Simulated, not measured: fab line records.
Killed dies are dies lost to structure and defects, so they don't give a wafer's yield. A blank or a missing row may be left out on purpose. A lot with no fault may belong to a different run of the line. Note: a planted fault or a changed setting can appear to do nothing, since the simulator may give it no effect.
fab line records | flow rit_cmos
[record] lots = 6 | wafers = 18 | last_day = 8
route steps=202 shown PSD@150 SDANNEAL@153 NSD@158 PLDD@159 NLDD@160 SILICIDE@161 M1@202
lots that met no fault: taken from a fault-free run of the same line
start_h: hours from the record's first day to the start of the lot's first wafer shown | wait_h: hours since the lot's step before | " identical to the entry in the row above | L1.1+2: one row covering several wafers at once | - either no value or no given start | * or withheld: withheld | < > ~ a bound
route shown NAME@n: a module of which the file shows steps, and the number in the route of the first | usual: average and standard deviation across the fault-free wafers | same: alike in all rows | chamber/n: place in a boat | sites: readings site by site | _std_site: the values' standard deviation | _edge_site: outer sites' mean less inner sites' | radius_mm: for every site, how far away it sits from the centre of the wafer | mask NAME#n: copy n | behind: the tool/chamber that last shaped the wafer | hold: reason for holding the lot/hours on hold/outcome of the hold | device: which transistor (n, p or np) failed to switch | end of line: tests of these same wafers at the route's end | a step without rows: its recipe alone | killed: dies lost to structure and defects at the first sort, not the wafer's yield | map: shows each die of a wafer: x if killed, . if not, _ if none is there
set.NAME: the run value of the setting; set.NAME@STEP: its run value at that earlier step | model.NAME: the simulator's own value behind a step, which no gauge read
certain route steps with their lots: each step a table, each wafer a row
services: from which hour (start_h, from the record's first day; less than 0 if before it) a tool's chamber was out of use, for how many hours, and why
[[steps]]
[step RIT_PSD_IMPLANT_08]
[recipe] species = BF2 | energy_kev = 27 | dose_cm2 = 5e+15 | tilt_deg = 7
[step RIT_PSD_STRIP_09]
[recipe] chemistry = O2 | time_s = 180 | resist = NOVOLAK | platen_temp_c = withheld | power_w = 500 | pressure_mtorr = 4000 | o2_flow_sccm = 4000
[usual] drypump_motor_current_A = 5.63/0.25
lot.wafer | tool            | chamber | start_h | wait_h | drypump_motor_current_A | rf_hours_counter_h
L321.1    | plasma_asher-04 | 0       | 53.68   | 0.1    | 5.92                    | 42
L321.2    | "               | 1       | "       | "      | 5.67                    | 42
L321.4    | "               | 0       | "       | "      | 5.92                    | -
L334.4    | plasma_asher-04 | 1       | 120.14  | 0.1    | 5.68                    | -
L334.5    | "               | 1       | "       | "      | 5.67                    | -
L334.6    | "               | 0       | "       | "      | 5.93                    | -
L335.2    | plasma_asher-04 | 1       | 124.41  | 0.1    | 5.66                    | 50
L335.3    | "               | 0       | "       | "      | 5.92                    | -
L335.4    | "               | 1       | "       | "      | 5.65                    | -
L336.1    | plasma_asher-03 | 0       | 127.49  | 0.1    | 5.53                    | 1
L336.4    | "               | 0       | "       | "      | 5.55                    | -
L336.6    | "               | 0       | "       | "      | 5.53                    | -
L337.1    | plasma_asher-03 | 0       | 134.27  | 0.1    | 5.56                    | 2
L337.4    | "               | 1       | "       | "      | 5.65                    | -
L337.5    | "               | 1       | "       | "      | 5.67                    | -
L344.3    | plasma_asher-03 | 0       | 180.83  | 0.1    | 5.54                    | -
L344.4    | "               | 1       | "       | "      | 5.64                    | -
L344.5    | "               | 1       | "       | "      | 5.67                    | -
[step RIT_PSD_TW_MEAS_10]
[usual] PSD_TW = 3420/15
lot.wafer | tool          | chamber | start_h | wait_h | PSD_TW
L321.1    | film_metro-03 | -       | 53.85   | 0.1    | 3419
L321.2    | "             | -       | "       | "      | 3430
L321.4    | "             | -       | "       | "      | 3415
L334.4    | film_metro-04 | -       | 120.28  | 0.1    | 3397
L334.5    | "             | -       | "       | "      | 3418
L334.6    | "             | -       | "       | "      | 3429
L335.2    | film_metro-02 | -       | 124.59  | 0.1    | 3422
L335.3    | "             | -       | "       | "      | 3420
L335.4    | "             | -       | "       | "      | 3427
L336.1    | film_metro-03 | -       | 127.67  | 0.1    | 3415
L336.4    | "             | -       | "       | "      | 3402
L336.6    | "             | -       | "       | "      | 3443
L337.1    | film_metro-02 | -       | 134.45  | 0.1    | 3430
L337.4    | "             | -       | "       | "      | 3435
L337.5    | "             | -       | "       | "      | 3419
L344.3    | film_metro-02 | -       | 180.96  | 0.1    | 3427
L344.4    | "             | -       | "       | "      | 3413
L344.5    | "             | -       | "       | "      | 3425
[step RIT_SDANNEAL_CLEAN_00]
[recipe] chemistry = SC1 | mix = 3:3:50 | time_s = 600 | temp_c = 75
[step RIT_SDANNEAL_CLEAN_01]
[recipe] chemistry = dHF | dilution = 50:1 | time_s = 30
[step RIT_SDANNEAL_CLEAN_02]
[recipe] chemistry = SC2 | mix = 3:3:50 | time_s = 600 | temp_c = 75 | dry = n2_spin
[step RIT_SDANNEAL_RTA_03]
[recipe] temp_c = 1050 | time_s = 5 | idle_temp_c = 600 | ramp_up_c_per_s = 342 | ramp_down_c_per_s = 171 | cool_to_c = 600 | ambient = N2
[usual] wafer_temp_C_max = 1053.5/1.2
lot.wafer | tool          | chamber | start_h | wait_h | wafer_temp_C_max
L321.1    | rtp_anneal-02 | 0       | 54.30   | 0.0    | 1052.7
L321.2    | "             | 0       | "       | "      | 1054.2
L321.4    | "             | 0       | "       | "      | 1053.3
L334.4    | rtp_anneal-01 | 0       | 120.71  | 0.0    | 1053.6
L334.5    | "             | 0       | "       | "      | 1053.3
L334.6    | "             | 0       | "       | "      | 1052.9
L335.2    | rtp_anneal-02 | 0       | 125.03  | 0.0    | 1052.6
L335.3    | "             | 0       | "       | "      | 1054.3
L335.4    | "             | 0       | "       | "      | 1051.7
L336.1    | rtp_anneal-01 | 0       | 128.11  | 0.0    | 1052.0
L336.4    | "             | 0       | "       | "      | 1053.3
L336.6    | "             | 0       | "       | "      | 1055.8
L337.1    | rtp_anneal-02 | 0       | 134.87  | 0.0    | 1056.1
L337.4    | "             | 0       | "       | "      | 1052.7
L337.5    | "             | 0       | "       | "      | 1052.5
L344.3    | rtp_anneal-01 | 0       | 181.39  | 0.0    | 1053.8
L344.4    | "             | 0       | "       | "      | 1053.4
L344.5    | "             | 0       | "       | "      | 1056.6
[step RIT_SDANNEAL_RS_MEAS_04]
[recipe] thk_meas_gauge = four-point-probe
[usual] PSD_RS = 115.85/0.29
lot.wafer | tool          | chamber | start_h | wait_h | PSD_RS[ohm/sq]
L321.1    | film_metro-02 | -       | 54.35   | 0.0    | 115.45
L321.2    | "             | -       | "       | "      | 115.46
L321.4    | "             | -       | "       | "      | 115.74
L334.4    | film_metro-02 | -       | 120.80  | 0.1    | 115.82
L334.5    | "             | -       | "       | "      | 115.98
L334.6    | "             | -       | "       | "      | 115.92
L335.2    | film_metro-02 | -       | 125.10  | 0.1    | 115.34
L335.3    | "             | -       | "       | "      | 115.24
L335.4    | "             | -       | "       | "      | 115.87
L336.1    | film_metro-04 | -       | 128.17  | 0.0    | 116.07
L336.4    | "             | -       | "       | "      | 116.19
L336.6    | "             | -       | "       | "      | 116.19
L337.1    | film_metro-03 | -       | 134.93  | 0.0    | 115.94
L337.4    | "             | -       | "       | "      | 116.14
L337.5    | "             | -       | "       | "      | 116.03
L344.3    | film_metro-04 | -       | 181.47  | 0.1    | 116.32
L344.4    | "             | -       | "       | "      | 115.87
L344.5    | "             | -       | "       | "      | 116.32
[step RIT_SDANNEAL_RS_MEAS_05]
[recipe] thk_meas_gauge = four-point-probe
[usual] NSD_RS = 84.57/0.29
lot.wafer | tool          | chamber | start_h | wait_h | NSD_RS[ohm/sq]
L321.1    | film_metro-02 | -       | 54.47   | 0.1    | 84.22
L321.2    | "             | -       | "       | "      | 83.97
L321.4    | "             | -       | "       | "      | 84.19
L334.4    | film_metro-02 | -       | 120.92  | 0.1    | 84.67
L334.5    | "             | -       | "       | "      | 84.70
L334.6    | "             | -       | "       | "      | 84.45
L335.2    | film_metro-02 | -       | 125.22  | 0.1    | 84.96
L335.3    | "             | -       | "       | "      | 84.65
L335.4    | "             | -       | "       | "      | 84.64
L336.1    | film_metro-04 | -       | 128.29  | 0.1    | 84.63
L336.4    | "             | -       | "       | "      | 84.93
L336.6    | "             | -       | "       | "      | 84.90
L337.1    | film_metro-03 | -       | 135.05  | 0.1    | 84.36
L337.4    | "             | -       | "       | "      | 84.61
L337.5    | "             | -       | "       | "      | 84.47
L344.3    | film_metro-04 | -       | 181.59  | 0.1    | 85.19
L344.4    | "             | -       | "       | "      | 85.04
L344.5    | "             | -       | "       | "      | 84.81
[step RIT_SDANNEAL_RS_MEAS_06]
[recipe] thk_meas_gauge = four-point-probe
[usual] PLDD_RS = 176.8/0.48
lot.wafer | tool          | chamber | start_h | wait_h | PLDD_RS[ohm/sq]
L321.1    | film_metro-02 | -       | 54.59   | 0.1    | 176.8
L321.2    | "             | -       | "       | "      | 176.4
L321.4    | "             | -       | "       | "      | 176.6
L334.4    | film_metro-02 | -       | 121.04  | 0.1    | 176.2
L334.5    | "             | -       | "       | "      | 176.6
L334.6    | "             | -       | "       | "      | 176.6
L335.2    | film_metro-02 | -       | 125.34  | 0.1    | 176.2
L335.3    | "             | -       | "       | "      | 175.9
L335.4    | "             | -       | "       | "      | 176.3
L336.1    | film_metro-04 | -       | 128.41  | 0.1    | 177.3
L336.4    | "             | -       | "       | "      | 177.2
L336.6    | "             | -       | "       | "      | 177.4
L337.1    | film_metro-03 | -       | 135.17  | 0.1    | 177.1
L337.4    | "             | -       | "       | "      | 177.5
L337.5    | "             | -       | "       | "      | 177.4
L344.3    | film_metro-04 | -       | 181.71  | 0.1    | 176.9
L344.4    | "             | -       | "       | "      | 176.5
L344.5    | "             | -       | "       | "      | 177.7
[step RIT_SDANNEAL_RS_MEAS_07]
[recipe] thk_meas_gauge = four-point-probe
[usual] NLDD_RS = 151.6/0.56
lot.wafer | tool          | chamber | start_h | wait_h | NLDD_RS[ohm/sq]
L321.1    | film_metro-02 | -       | 54.71   | 0.1    | 151.6
L321.2    | "             | -       | "       | "      | 151.6
L321.4    | "             | -       | "       | "      | 151.7
L334.4    | film_metro-02 | -       | 121.16  | 0.1    | 151.0
L334.5    | "             | -       | "       | "      | 151.5
L334.6    | "             | -       | "       | "      | 151.1
L335.2    | film_metro-02 | -       | 125.46  | 0.1    | 150.5
L335.3    | "             | -       | "       | "      | 151.1
L335.4    | "             | -       | "       | "      | 151.9
L336.1    | film_metro-04 | -       | 128.53  | 0.1    | 151.3
L336.4    | "             | -       | "       | "      | 151.5
L336.6    | "             | -       | "       | "      | 150.7
L337.1    | film_metro-03 | -       | 135.29  | 0.1    | 152.3
L337.4    | "             | -       | "       | "      | 152.0
L337.5    | "             | -       | "       | "      | 152.1
L344.3    | film_metro-04 | -       | 181.83  | 0.1    | 152.2
L344.4    | "             | -       | "       | "      | 151.9
L344.5    | "             | -       | "       | "      | 151.9
[step RIT_SILICIDE_WET_ETCH_00]
[recipe] chemistry = BOE | target = SiO2 | target_depth_nm = 14 | time_s = 15 | dry = n2_spin | dilution = 10:1 | temp_c = 21.5
[step RIT_SILICIDE_SPUTTER_01]
[recipe] material = Ti | target_thk_nm = 30 | power_w = 362.5 | chamber_pressure_pa = 0.667 | gas = Ar | time_s = 240 | substrate_temp_c = 25
[usual] cathode_dc_power_W = 362.49/0.069 | throttle_valve_pct = 30.1/0.81
lot.wafer | tool           | chamber | start_h | wait_h | cathode_dc_power_W | throttle_valve_pct | model.Ti_of_SILICIDE_SPUTTER_01.thk_nm
L321.1    | pvd_sputter-02 | -       | 54.85   | 0.0    | 362.48             | 31.6               | 31.56
L321.2    | "              | -       | "       | "      | 362.46             | 29.8               | 31
L321.4    | "              | -       | "       | "      | 362.48             | 28.9               | 30.75
L334.4    | pvd_sputter-04 | -       | 121.23  | 0.0    | 362.50             | 30.1               | 31.89
L334.5    | "              | -       | "       | "      | 362.60             | 29.6               | 31.71
L334.6    | "              | -       | "       | "      | 362.56             | 30.6               | 31.76
L335.2    | pvd_sputter-02 | -       | 125.57  | 0.0    | 362.43             | 29.6               | 37.99
L335.3    | "              | -       | "       | "      | 362.53             | 28.6               | 37.79
L335.4    | "              | -       | "       | "      | 362.46             | 30.0               | 37.8
L336.1    | pvd_sputter-04 | -       | 128.66  | 0.0    | 362.54             | 30.6               | 31.23
L336.4    | "              | -       | "       | "      | 362.54             | 30.2               | 30.59
L336.6    | "              | -       | "       | "      | 362.49             | 30.5               | 30.69
L337.1    | pvd_sputter-02 | -       | 135.43  | 0.0    | 362.48             | 30.1               | 37.88
L337.4    | "              | -       | "       | "      | 362.45             | 29.1               | 37.66
L337.5    | "              | -       | "       | "      | 362.40             | 29.7               | 38.16
L344.3    | pvd_sputter-04 | -       | 181.92  | 0.0    | 362.39             | 29.9               | 31.42
L344.4    | "              | -       | "       | "      | 362.41             | 30.2               | 31.21
L344.5    | "              | -       | "       | "      | 362.56             | 30.5               | 31.67
[step RIT_SILICIDE_RS_MEAS_02]
[recipe] thk_meas_gauge = four-point-probe | reads = Ti_of_SILICIDE_SPUTTER_01
[usual] SILICIDE_TI_RS = 45.6/0.58
lot.wafer | tool          | chamber | start_h | wait_h | SILICIDE_TI_RS[ohm/sq]
L321.1    | film_metro-03 | -       | 55.00   | 0.1    | 45.0
L321.2    | "             | -       | "       | "      | 46.0
L321.4    | "             | -       | "       | "      | 46.5
L334.4    | film_metro-01 | -       | 121.44  | 0.1    | 44.4
L334.5    | "             | -       | "       | "      | 44.7
L334.6    | "             | -       | "       | "      | 44.5
L335.2    | film_metro-04 | -       | 125.74  | 0.1    | 35.6
L335.3    | "             | -       | "       | "      | 35.9
L335.4    | "             | -       | "       | "      | 35.9
L336.1    | film_metro-01 | -       | 128.81  | 0.1    | 45.6
L336.4    | "             | -       | "       | "      | 46.6
L336.6    | "             | -       | "       | "      | 46.5
L337.1    | film_metro-04 | -       | 135.58  | 0.1    | 35.8
L337.4    | "             | -       | "       | "      | 36.0
L337.5    | "             | -       | "       | "      | 35.5
L344.3    | film_metro-01 | -       | 182.11  | 0.1    | 45.2
L344.4    | "             | -       | "       | "      | 45.5
L344.5    | "             | -       | "       | "      | 44.9
[step RIT_SILICIDE_THK_MEAS_03]
[recipe] thk_meas_gauge = xrf | reads = Ti_of_SILICIDE_SPUTTER_01
[usual] SILICIDE_TI_THK = 31.1/0.35
lot.wafer | tool          | chamber | start_h | wait_h | SILICIDE_TI_THK[nm]
L321.1    | film_metro-03 | -       | 55.12   | 0.1    | 31.7
L321.2    | "             | -       | "       | "      | 31.0
L321.4    | "             | -       | "       | "      | 30.7
L334.4    | film_metro-01 | -       | 121.53  | 0.1    | 31.9
L334.5    | "             | -       | "       | "      | 31.7
L334.6    | "             | -       | "       | "      | 31.9
L335.2    | film_metro-04 | -       | 125.85  | 0.1    | 37.7
L335.3    | "             | -       | "       | "      | 37.3
L335.4    | "             | -       | "       | "      | 37.4
L336.1    | film_metro-01 | -       | 128.93  | 0.1    | 31.3
L336.4    | "             | -       | "       | "      | 30.4
L336.6    | "             | -       | "       | "      | 30.7
L337.1    | film_metro-04 | -       | 135.70  | 0.1    | 37.5
L337.4    | "             | -       | "       | "      | 37.4
L337.5    | "             | -       | "       | "      | 37.7
L344.3    | film_metro-01 | -       | 182.21  | 0.1    | 31.4
L344.4    | "             | -       | "       | "      | 31.2
L344.5    | "             | -       | "       | "      | 31.7
[step RIT_SILICIDE_RTA_04]
[recipe] temp_c = 650 | time_s = 10 | idle_temp_c = 25 | ramp_up_s = 5 | ramp_down_s = 5 | cool_to_c = 25 | ambient = N2
[usual] wafer_temp_C_max = 653.3/1.1
lot.wafer | tool          | chamber | start_h | wait_h | wafer_temp_C_max
L321.1    | rtp_anneal-01 | 0       | 55.18   | 0.1    | 654.5
L321.2    | "             | 0       | "       | "      | 653.7
L321.4    | "             | 0       | "       | "      | 654.8
L334.4    | rtp_anneal-02 | 0       | 121.60  | 0.1    | 651.3
L334.5    | "             | 0       | "       | "      | 652.0
L334.6    | "             | 0       | "       | "      | 652.7
L335.2    | rtp_anneal-01 | 0       | 125.91  | 0.1    | 653.4
L335.3    | "             | 0       | "       | "      | 655.5
L335.4    | "             | 0       | "       | "      | 653.6
L336.1    | rtp_anneal-02 | 0       | 128.99  | 0.1    | 652.1
L336.4    | "             | 0       | "       | "      | 652.1
L336.6    | "             | 0       | "       | "      | 652.6
L337.1    | rtp_anneal-01 | 0       | 135.76  | 0.1    | 653.9
L337.4    | "             | 0       | "       | "      | 653.6
L337.5    | "             | 0       | "       | "      | 652.7
L344.3    | rtp_anneal-02 | 0       | 182.27  | 0.1    | 652.1
L344.4    | "             | 0       | "       | "      | 652.2
L344.5    | "             | 0       | "       | "      | 652.1
[step RIT_M1_PROBE_99]
[usual] killed_at_contacts = 0.1/0.23 | killed_at_front_end = 6/3.1 | killed_dies = 6/3.1 | killed_open = 3.2/1.9 | killed_short = 3.2/2.1
[same] gross_dies = 264 | killed_at_M0_to_M3 = 0 | killed_at_M4_up = 0 | killed_at_back_side = 0 | killed_at_other = 0
lot.wafer | tool      | chamber | start_h | wait_h | killed_at_contacts | killed_at_front_end | killed_dies | killed_open | killed_short | model.etest.npoly_line.line_ohm_um | model.etest.ppoly_line.line_ohm_um | model.etest.contact_pplus.end_ohm_um | model.etest.contact_nplus.end_ohm_um | model.etest.ppoly_line.width_nm | model.etest.npoly_line.width_nm | model.etest.npoly_line.rs_ohm_sq | model.etest.ppoly_line.rs_ohm_sq
L321.1    | prober-02 | -       | 61.61   | 0.1    | 0                  | 8                   | 8           | 4           | 4            | 172.1                              | 160.9                              | 46.46                                | 45.34                                | 97.52                           | 96.34                           | 16.42                            | 15.89
L321.2    | prober-02 | -       | 61.66   | 0.1    | 0                  | 8                   | 8           | 3           | 5            | 165.3                              | 163.2                              | 46.61                                | 44.47                                | 98.77                           | 98.02                           | 16.61                            | 16.18
L321.4    | prober-02 | -       | 61.76   | 0.2    | 0                  | 3                   | 3           | 1           | 2            | 171.5                              | 163.1                              | 46.75                                | 44.34                                | 98.85                           | 98.06                           | 16.76                            | 16.07
L335.2    | prober-02 | -       | 158.79  | 0.1    | 1                  | 7                   | 8           | 7           | 1            | 145.8                              | 143.8                              | 56.62                                | 53.64                                | 99.13                           | 98.47                           | 14.45                            | 14.06
L335.3    | prober-02 | -       | 158.84  | 0.2    | 0                  | 6                   | 6           | 4           | 2            | 149                                | 143.5                              | 57.72                                | 54.28                                | 97.87                           | 97.85                           | 14.48                            | 14.1
L335.4    | prober-02 | -       | 158.89  | 0.2    | 0                  | 7                   | 7           | 6           | 1            | 153.2                              | 146.9                              | 59.94                                | 53.18                                | 94.56                           | 93.85                           | 14.55                            | 14.16
L334.4    | prober-01 | -       | 158.89  | 0.2    | 0                  | 4                   | 4           | 2           | 2            | 158.5                              | 156.2                              | 47.05                                | 44.63                                | 102.6                           | 101.9                           | 16.13                            | 15.74
L334.5    | prober-01 | -       | 158.94  | 0.2    | 0                  | 5                   | 5           | 2           | 3            | 160.4                              | 155.4                              | 46.46                                | 43.87                                | 102.3                           | 102.1                           | 16.22                            | 15.75
L334.6    | prober-01 | -       | 158.99  | 0.2    | 0                  | 8                   | 8           | 5           | 3            | 159.8                              | 154.3                              | 45.92                                | 44.88                                | 103                             | 100.8                           | 16.27                            | 15.75
L336.1    | prober-02 | -       | 159.04  | 0.3    | 0                  | 6                   | 6           | 2           | 4            | 165.4                              | 161.4                              | 46.56                                | 43.05                                | 101.8                           | 100.7                           | 16.55                            | 16.25
L336.4    | prober-02 | -       | 159.19  | 0.4    | 0                  | 3                   | 3           | 2           | 1            | 165.1                              | 162                                | 47.83                                | 43.05                                | 102                             | 101.4                           | 16.87                            | 16.34
L336.6    | prober-02 | -       | 159.29  | 0.4    | 0                  | 6                   | 6           | 2           | 4            | 166.7                              | 158.7                              | 46.25                                | 44.06                                | 101.7                           | 101.4                           | 16.73                            | 16.25
L337.1    | prober-01 | -       | 159.34  | 0.6    | 0                  | 7                   | 7           | 4           | 3            | 153.8                              | 147.4                              | 54.95                                | 53.87                                | 96.68                           | 95.21                           | 14.54                            | 14.24
L337.4    | prober-01 | -       | 159.49  | 0.7    | 0                  | 4                   | 4           | 2           | 2            | 150.7                              | 145.9                              | 54.62                                | 52.79                                | 97.45                           | 96.5                            | 14.54                            | 14.24
L337.5    | prober-01 | -       | 159.54  | 0.7    | 0                  | 8                   | 8           | 5           | 3            | 151.3                              | 147.5                              | 55.95                                | 53.52                                | 95.73                           | 94.73                           | 14.55                            | 14.09
L344.3    | prober-02 | -       | 188.89  | 0.2    | 0                  | 2                   | 2           | 0           | 2            | 159                                | 151                                | 45.73                                | 43.8                                 | 103.8                           | 104                             | 16.21                            | 15.89
L344.4    | prober-02 | -       | 188.94  | 0.2    | 0                  | 13                  | 13          | 7           | 5            | 163.7                              | 156.9                              | 45.8                                 | 43.09                                | 101.9                           | 101.8                           | 16.43                            | 16
L344.5    | prober-02 | -       | 188.99  | 0.2    | 0                  | 8                   | 8           | 5           | 2            | 154.4                              | 148.4                              | 46.06                                | 44.27                                | 106                             | 104.8                           | 16.35                            | 15.84
// killed by level:class
L321.1 GATE:geometric_particle:open=2 GATE:geometric_particle:short=2 REOX:geometric_particle:short=1 SPACER:geometric_particle:open=1 SILICIDE:geometric_particle:open=1 SILICIDE:geometric_particle:short=1
L321.2 GATE:geometric_particle:short=2 GATE:geometric_particle:open=2 REOX:geometric_particle:short=2 REOX:geometric_particle:open=1 SPACER:geometric_particle:short=1
L321.4 ACTIVE:geometric_particle:short=1 GATE:geometric_particle:short=1 REOX:geometric_particle:open=1
L335.2 FOX2:geometric_particle:open=3 ACTIVE:geometric_particle:short=1 FOX1:geometric_particle:open=1 REOX:geometric_particle:open=1 SILICIDE:geometric_particle:open=1 CONTACT:geometric_particle:open=1
L335.3 GATE:geometric_particle:open=2 FOX1:geometric_particle:short=1 GATE:geometric_particle:short=1 REOX:geometric_particle:open=1 SPACER:geometric_particle:open=1
L334.4 FOX1:geometric_particle:short=1 FOX2:geometric_particle:open=1 SILICIDE:geometric_particle:open=1 SILICIDE:geometric_particle:short=1
L335.4 ACTIVE:geometric_particle:open=1 FOX1:geometric_particle:short=1 FOX1:geometric_particle:open=1 FOX2:geometric_particle:open=1 GATE:geometric_particle:open=1 REOX:geometric_particle:open=1 SILICIDE:geometric_particle:open=1
L334.5 FOX1:geometric_particle:open=1 GATE:geometric_particle:short=1 GATE:geometric_particle:open=1 SPACER:geometric_particle:short=1 SILICIDE:geometric_particle:short=1
L334.6 FOX1:geometric_particle:open=2 GATE:geometric_particle:short=2 GATE:geometric_particle:open=2 FOX2:geometric_particle:short=1 SPACER:geometric_particle:open=1
L336.1 REOX:geometric_particle:short=2 FOX2:geometric_particle:short=1 GATE:geometric_particle:open=1 GATE:geometric_particle:short=1 REOX:geometric_particle:open=1
L336.4 GATE:geometric_particle:open=1 REOX:geometric_particle:open=1 SPACER:geometric_particle:short=1
L336.6 FOX1:geometric_particle:short=2 REOX:geometric_particle:open=2 GATE:geometric_particle:short=1 REOX:geometric_particle:short=1
L337.1 GATE:geometric_particle:short=3 GATE:geometric_particle:open=2 SPACER:geometric_particle:open=1 SILICIDE:geometric_particle:open=1
L337.4 GATE:geometric_particle:short=2 GATE:geometric_particle:open=1 SILICIDE:geometric_particle:open=1
L337.5 SPACER:geometric_particle:open=3 SILICIDE:geometric_particle:short=2 GATE:geometric_particle:short=1 GATE:geometric_particle:open=1 REOX:geometric_particle:open=1
L344.3 GATE:geometric_particle:short=2
L344.4 GATE:geometric_particle:open=6 GATE:geometric_particle:short=3 FOX1:geometric_particle:short=2 FOX1:geometric_particle:open=1 PLDD:coat_microbubble_printed=1
L344.5 GATE:geometric_particle:open=3 GATE:geometric_particle:short=2 SILICIDE:geometric_particle:open=2 PLDD:coat_microbubble_printed=1
[[services]]
tool            | chamber | start_h | hours | kind
plasma_asher-03 | -       | 44.25   | 10.6  | repair
pvd_sputter-02  | -       | 56.68   | 1.2   | repair
pvd_sputter-02  | -       | 76.87   | 2.5   | repair
pvd_sputter-04  | -       | 79.59   | 9.4   | repair
pvd_sputter-02  | -       | 103.92  | 0.9   | repair
plasma_asher-03 | -       | 108.75  | 9.0   | pm
plasma_asher-03 | 0       | 108.75  | 9.0   | vent_cycle
plasma_asher-03 | 1       | 108.75  | 9.0   | vent_cycle
plasma_asher-03 | 0       | 117.75  | -     | clean
plasma_asher-03 | 1       | 117.75  | -     | clean
pvd_sputter-02  | -       | 119.14  | 6.3   | repair
plasma_asher-04 | -       | 125.17  | 1.5   | repair
pvd_sputter-02  | -       | 152.63  | 1.1   | repair
[[key]]
[first_sign] step = RIT_SILICIDE_RS_MEAS_02 | reading = SILICIDE_TI_RS | direction = down | sigmas = 17 | usual = 45.6 | struck = 35.8
[effect] step = RIT_SILICIDE_THK_MEAS_03 | reading = SILICIDE_TI_THK | direction = up | sigmas = 18 | usual = 31.1 | struck = 37.5
[model_effect] step = RIT_SILICIDE_SPUTTER_01 | value = Ti_of_SILICIDE_SPUTTER_01.thk_nm | without = 31.43 | struck = 37.88
[model_effect] step = RIT_M1_PROBE_99 | value = etest.npoly_line.line_ohm_um | without = 163.3 | struck = 150.6
met_at RIT_SILICIDE_SPUTTER_01
struck_wafers L335.2,L335.3,L335.4,L337.1,L337.4,L337.5
tester_left_out L335,L337
onset_between 54.85 125.57
also_fits RIT_SDANNEAL_RTA_03:rtp_anneal-02
[fault] kind = process_parameter_drift | tool = pvd_sputter-02 | chamber = - | onset_h = 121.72 | steps = RIT_SILICIDE_SPUTTER_01 | channel = target_thk_nm | offset = 6.2246 | shape = step | end_h = 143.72 | stated = 30
// tester_left_out: of these lots the tester's yield and bins aren't shown, on N5 and GAA mostly nor the transistor test; their killed dies are dies lost to structure and defects alone, not to doping, threshold or leakage, so they don't give the yield
